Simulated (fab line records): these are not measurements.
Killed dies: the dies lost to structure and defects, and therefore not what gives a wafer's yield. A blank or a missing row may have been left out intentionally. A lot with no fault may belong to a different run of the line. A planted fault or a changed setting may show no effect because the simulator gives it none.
The tool behind it: which one? || flow ritCmos || 13 lots with 39 wafers sampled at 6 steps, on a route of 202 steps

## WHAT EACH GAUGE READ, for each wafer
RIT_PWELL_OVL_MEAS_06. Usual: PWELL_OVL -0.9 nm, standard deviation 1.2.
{"lot": "L321", "measured": "day 2 05:22", "on": "overlay-01", "PWELL_OVL (nm)": "0.3 -0.3 -0.9", "flag": ""}
{"lot": "L322", "measured": "day 2 08:17", "on": "overlay-01", "PWELL_OVL (nm)": "1.1 -1.5 -0.7", "flag": ""}
{"lot": "L323", "measured": "day 2 13:04", "on": "overlay-01", "PWELL_OVL (nm)": "0.5 0.2 -1.3", "flag": ""}
{"lot": "L324", "measured": "day 2 18:05", "on": "overlay-02", "PWELL_OVL (nm)": "0.6 -1.6 -0.7", "flag": ""}
{"lot": "L325", "measured": "day 3 01:19", "on": "overlay-02", "PWELL_OVL (nm)": "-0.5 -0.1 -1.4", "flag": ""}
{"lot": "L326", "measured": "day 3 05:01", "on": "overlay-01", "PWELL_OVL (nm)": "-2.9 -2.0 -1.3", "flag": ""}
{"lot": "L327", "measured": "day 3 10:05", "on": "overlay-02", "PWELL_OVL (nm)": "1.1 -2.9 -0.7", "flag": ""}
{"lot": "L335", "measured": "day 5 01:16", "on": "overlay-02", "PWELL_OVL (nm)": "0.0 0.6 1.3", "flag": ""}
{"lot": "L336", "measured": "day 5 06:01", "on": "overlay-01", "PWELL_OVL (nm)": "-1.8 -2.6 -1.5", "flag": ""}
{"lot": "L339", "measured": "day 5 23:59", "on": "overlay-01", "PWELL_OVL (nm)": "-1.3 -3.4 -0.5", "flag": ""}
{"lot": "L340", "measured": "day 6 07:28", "on": "overlay-01", "PWELL_OVL (nm)": "-0.3 -1.3 -2.1", "flag": ""}
{"lot": "L341", "measured": "day 6 11:49", "on": "overlay-01", "PWELL_OVL (nm)": "-1.1 0.2 -1.4", "flag": ""}
{"lot": "L342", "measured": "day 6 14:31", "on": "overlay-02", "PWELL_OVL (nm)": "0.0 0.1 1.2", "flag": ""}

RIT_NRETRO_OVL_MEAS_06. Usual: NRETRO_OVL -0.7 nm, standard deviation 1.5.
{"lot": "L321", "measured": "day 2 12:22", "on": "overlay-02", "NRETRO_OVL (nm)": "0.6 1.8 3.1", "flag": ""}
{"lot": "L322", "measured": "day 2 15:28", "on": "overlay-01", "NRETRO_OVL (nm)": "-1.6 -0.2 -1.0", "flag": ""}
{"lot": "L323", "measured": "day 2 20:04", "on": "overlay-01", "NRETRO_OVL (nm)": "0.5 -1.6 -0.2", "flag": ""}
{"lot": "L324", "measured": "day 3 01:02", "on": "overlay-01", "NRETRO_OVL (nm)": "0.6 -1.0 0.9", "flag": ""}
{"lot": "L325", "measured": "day 3 08:11", "on": "overlay-02", "NRETRO_OVL (nm)": "-0.2 0.7 -0.3", "flag": ""}
{"lot": "L326", "measured": "day 3 11:54", "on": "overlay-02", "NRETRO_OVL (nm)": "-1.7 0.0 -1.2", "flag": ""}
{"lot": "L327", "measured": "day 3 16:58", "on": "overlay-02", "NRETRO_OVL (nm)": "- - -", "flag": "OFF"}
{"lot": "L335", "measured": "day 5 08:09", "on": "overlay-01", "NRETRO_OVL (nm)": "-0.9 0.5 -0.3", "flag": ""}
{"lot": "L336", "measured": "day 5 14:25", "on": "overlay-01", "NRETRO_OVL (nm)": "0.3 -0.9 -1.3", "flag": ""}
{"lot": "L339", "measured": "day 6 07:56", "on": "overlay-01", "NRETRO_OVL (nm)": "-1.7 -2.1 -1.6", "flag": ""}
{"lot": "L340", "measured": "day 6 14:20", "on": "overlay-01", "NRETRO_OVL (nm)": "-1.1 -1.4 -1.4", "flag": ""}
{"lot": "L341", "measured": "day 6 19:38", "on": "overlay-02", "NRETRO_OVL (nm)": "-2.8 -3.4 -3.4", "flag": ""}
{"lot": "L342", "measured": "day 6 22:02", "on": "overlay-02", "NRETRO_OVL (nm)": "-1.3 -0.7 -1.2", "flag": ""}

RIT_NRETRO_TW_MEAS_10. Usual: NRETRO_TW 1055, standard deviation 6.8.
{"lot": "L321", "measured": "day 2 12:58", "on": "filmMetro-02", "NRETRO_TW": "1051 1057 1050", "flag": ""}
{"lot": "L322", "measured": "day 2 16:04", "on": "filmMetro-02", "NRETRO_TW": "1049 1050 1052", "flag": ""}
{"lot": "L323", "measured": "day 2 20:41", "on": "filmMetro-02", "NRETRO_TW": "1049 1054 1047", "flag": ""}
{"lot": "L324", "measured": "day 3 01:39", "on": "filmMetro-01", "NRETRO_TW": "1060 1065 1068", "flag": ""}
{"lot": "L325", "measured": "day 3 08:50", "on": "filmMetro-02", "NRETRO_TW": "1042 1044 1046", "flag": ""}
{"lot": "L326", "measured": "day 3 12:31", "on": "filmMetro-04", "NRETRO_TW": "1059 1057 1052", "flag": ""}
{"lot": "L327", "measured": "day 3 17:34", "on": "filmMetro-04", "NRETRO_TW": "30 30 30", "flag": "OFF"}
{"lot": "L335", "measured": "day 5 08:46", "on": "filmMetro-04", "NRETRO_TW": "1057 1060 1058", "flag": ""}
{"lot": "L336", "measured": "day 5 15:02", "on": "filmMetro-04", "NRETRO_TW": "1052 1055 1054", "flag": ""}
{"lot": "L339", "measured": "day 6 08:34", "on": "filmMetro-04", "NRETRO_TW": "1054 1052 1054", "flag": ""}
{"lot": "L340", "measured": "day 6 14:57", "on": "filmMetro-01", "NRETRO_TW": "1060 1063 1060", "flag": ""}
{"lot": "L341", "measured": "day 6 20:16", "on": "filmMetro-04", "NRETRO_TW": "1051 1056 1048", "flag": ""}
{"lot": "L342", "measured": "day 6 22:40", "on": "filmMetro-04", "NRETRO_TW": "1046 1048 1048", "flag": ""}

RIT_PRETRO_TW_MEAS_10. Usual: PRETRO_TW 480, standard deviation 6.4.
{"lot": "L321", "measured": "day 2 14:31", "on": "filmMetro-01", "PRETRO_TW": "486 483 483", "flag": ""}
{"lot": "L322", "measured": "day 2 17:49", "on": "filmMetro-01", "PRETRO_TW": "484 484 485", "flag": ""}
{"lot": "L323", "measured": "day 2 22:20", "on": "filmMetro-03", "PRETRO_TW": "474 475 471", "flag": ""}
{"lot": "L324", "measured": "day 3 03:19", "on": "filmMetro-01", "PRETRO_TW": "490 485 487", "flag": ""}
{"lot": "L325", "measured": "day 3 10:23", "on": "filmMetro-03", "PRETRO_TW": "470 471 471", "flag": ""}
{"lot": "L326", "measured": "day 3 14:11", "on": "filmMetro-01", "PRETRO_TW": "487 484 487", "flag": ""}
{"lot": "L327", "measured": "day 3 19:07", "on": "filmMetro-03", "PRETRO_TW": "1058 1062 1064", "flag": "OFF"}
{"lot": "L335", "measured": "day 5 10:26", "on": "filmMetro-04", "PRETRO_TW": "483 481 486", "flag": ""}
{"lot": "L336", "measured": "day 5 16:44", "on": "filmMetro-03", "PRETRO_TW": "472 470 472", "flag": ""}
{"lot": "L339", "measured": "day 6 10:16", "on": "filmMetro-01", "PRETRO_TW": "482 484 483", "flag": ""}
{"lot": "L340", "measured": "day 6 16:30", "on": "filmMetro-01", "PRETRO_TW": "483 482 484", "flag": ""}
{"lot": "L341", "measured": "day 6 22:03", "on": "filmMetro-04", "PRETRO_TW": "479 479 478", "flag": ""}
{"lot": "L342", "measured": "day 7 00:20", "on": "filmMetro-04", "PRETRO_TW": "481 485 485", "flag": ""}

RIT_SDANNEAL_RS_MEAS_06: measurement is done with a four-point probe. Usual: PLDD_RS 176.8 ohm/sq, standard deviation 0.44.
{"lot": "L321", "measured": "day 3 08:20", "on": "filmMetro-04", "PLDD_RS (ohm/sq)": "177.1 177.0 176.9", "flag": ""}
{"lot": "L322", "measured": "day 3 11:44", "on": "filmMetro-04", "PLDD_RS (ohm/sq)": "176.8 176.7 176.2", "flag": ""}
{"lot": "L323", "measured": "day 3 16:38", "on": "filmMetro-04", "PLDD_RS (ohm/sq)": "176.6 177.3 177.0", "flag": ""}
{"lot": "L324", "measured": "day 3 23:19", "on": "filmMetro-04", "PLDD_RS (ohm/sq)": "176.4 175.7 176.4", "flag": ""}
{"lot": "L325", "measured": "day 4 04:34", "on": "filmMetro-04", "PLDD_RS (ohm/sq)": "177.6 177.2 177.2", "flag": ""}
{"lot": "L326", "measured": "day 4 07:49", "on": "filmMetro-04", "PLDD_RS (ohm/sq)": "176.3 176.8 177.1", "flag": ""}
{"lot": "L327", "measured": "day 4 12:53", "on": "filmMetro-04", "PLDD_RS (ohm/sq)": "175.8 176.3 176.9", "flag": ""}
{"lot": "L335", "measured": "day 6 05:43", "on": "filmMetro-02", "PLDD_RS (ohm/sq)": "177.0 176.8 177.2", "flag": ""}
{"lot": "L336", "measured": "day 6 17:00", "on": "filmMetro-04", "PLDD_RS (ohm/sq)": "177.2 177.6 177.0", "flag": ""}
{"lot": "L339", "measured": "day 7 06:02", "on": "filmMetro-02", "PLDD_RS (ohm/sq)": "176.7 176.7 177.0", "flag": ""}
{"lot": "L340", "measured": "day 7 10:21", "on": "filmMetro-01", "PLDD_RS (ohm/sq)": "177.2 177.1 177.5", "flag": ""}
{"lot": "L341", "measured": "day 7 15:16", "on": "filmMetro-01", "PLDD_RS (ohm/sq)": "177.3 177.4 177.8", "flag": ""}
{"lot": "L342", "measured": "day 7 17:29", "on": "filmMetro-04", "PLDD_RS (ohm/sq)": "176.5 176.3 176.7", "flag": ""}

## EACH LOT AND THE TOOL THAT RAN IT (in order: tool; ch and the chambers of the sampled wafers; start)
{"lot": "L321", "RIT_NRETRO_EXPOSE_03": "ilineStepper-02 ch 0, day 2 11:56"}
{"lot": "L322", "RIT_NRETRO_EXPOSE_03": "ilineStepper-01 ch 0, day 2 15:02"}
{"lot": "L323", "RIT_NRETRO_EXPOSE_03": "ilineStepper-02 ch 0, day 2 19:38"}
{"lot": "L324", "RIT_NRETRO_EXPOSE_03": "ilineStepper-02 ch 0, day 3 00:37"}
{"lot": "L325", "RIT_NRETRO_EXPOSE_03": "ilineStepper-02 ch 0, day 3 07:46"}
{"lot": "L326", "RIT_NRETRO_EXPOSE_03": "ilineStepper-02 ch 0, day 3 11:28"}
{"lot": "L327", "RIT_NRETRO_EXPOSE_03": "ilineStepper-02 ch 0, day 3 16:32"}
{"lot": "L335", "RIT_NRETRO_EXPOSE_03": "ilineStepper-02 ch 0, day 5 07:43"}
{"lot": "L336", "RIT_NRETRO_EXPOSE_03": "ilineStepper-01 ch 0, day 5 14:00"}
{"lot": "L339", "RIT_NRETRO_EXPOSE_03": "ilineStepper-01 ch 0, day 6 07:32"}
{"lot": "L340", "RIT_NRETRO_EXPOSE_03": "ilineStepper-01 ch 0, day 6 13:54"}
{"lot": "L341", "RIT_NRETRO_EXPOSE_03": "ilineStepper-02 ch 0, day 6 19:14"}
{"lot": "L342", "RIT_NRETRO_EXPOSE_03": "ilineStepper-02 ch 0, day 6 21:30"}
- RIT_NRETRO_EXPOSE_03: exposes mask M4, target cd 43900 nm.

## AS READ BY THE TOOLS THEMSELVES (means over the sampled wafers that have a number; for cases with no such wafer, the mark the record gives instead)
RIT_NRETRO_EXPOSE_03. Usual: reticleTempC reads 23.01 C (standard deviation 0.092).
{"lot": "L321", "tool": "ilineStepper-02", "reticleTempC (C)": 22.96, "flag": ""}
{"lot": "L322", "tool": "ilineStepper-01", "reticleTempC (C)": 23.07, "flag": ""}
{"lot": "L323", "tool": "ilineStepper-02", "reticleTempC (C)": 23.01, "flag": ""}
{"lot": "L324", "tool": "ilineStepper-02", "reticleTempC (C)": 22.94, "flag": ""}
{"lot": "L325", "tool": "ilineStepper-02", "reticleTempC (C)": 22.92, "flag": ""}
{"lot": "L326", "tool": "ilineStepper-02", "reticleTempC (C)": 22.95, "flag": ""}
{"lot": "L327", "tool": "ilineStepper-02", "reticleTempC (C)": 23.04, "flag": ""}
{"lot": "L335", "tool": "ilineStepper-02", "reticleTempC (C)": 23.06, "flag": ""}
{"lot": "L336", "tool": "ilineStepper-01", "reticleTempC (C)": 23.08, "flag": ""}
{"lot": "L339", "tool": "ilineStepper-01", "reticleTempC (C)": 23.11, "flag": ""}
{"lot": "L340", "tool": "ilineStepper-01", "reticleTempC (C)": 23.10, "flag": ""}
{"lot": "L341", "tool": "ilineStepper-02", "reticleTempC (C)": 22.94, "flag": ""}
{"lot": "L342", "tool": "ilineStepper-02", "reticleTempC (C)": 22.92, "flag": ""}

## THE ANSWER, worked out from the rows above alone
Rule: a lot is off if the mean of its wafers that have a number lies more than 3 standard deviations from the usual mean. Also off: a lot with no number at a reading for which 4 or more lots have one. The other lots that the step has rows for count as sound. Order of review: gauges by route order, followed by the tools' own readings, for which a lot's mean as printed above is used. The first step at which some lot is off is used, and at that step the reading that is off furthest; a lot without a number counts as furthest.
Off: L327, seen at RIT_NRETRO_OVL_MEAS_06 (NRETRO_OVL). Without a number there: L327.
A tool fits if, at a process step before that reading, it ran every lot that is off, and no sound lot after the first of them. The gauges at RIT_NRETRO_OVL_MEAS_06 aren't tried: what is off there is off at RIT_NRETRO_TW_MEAS_10 too, on other tools, and a gauge's error can't cause that. No candidate that was tried fits.

## WHAT THE SIMULATOR PUT IN
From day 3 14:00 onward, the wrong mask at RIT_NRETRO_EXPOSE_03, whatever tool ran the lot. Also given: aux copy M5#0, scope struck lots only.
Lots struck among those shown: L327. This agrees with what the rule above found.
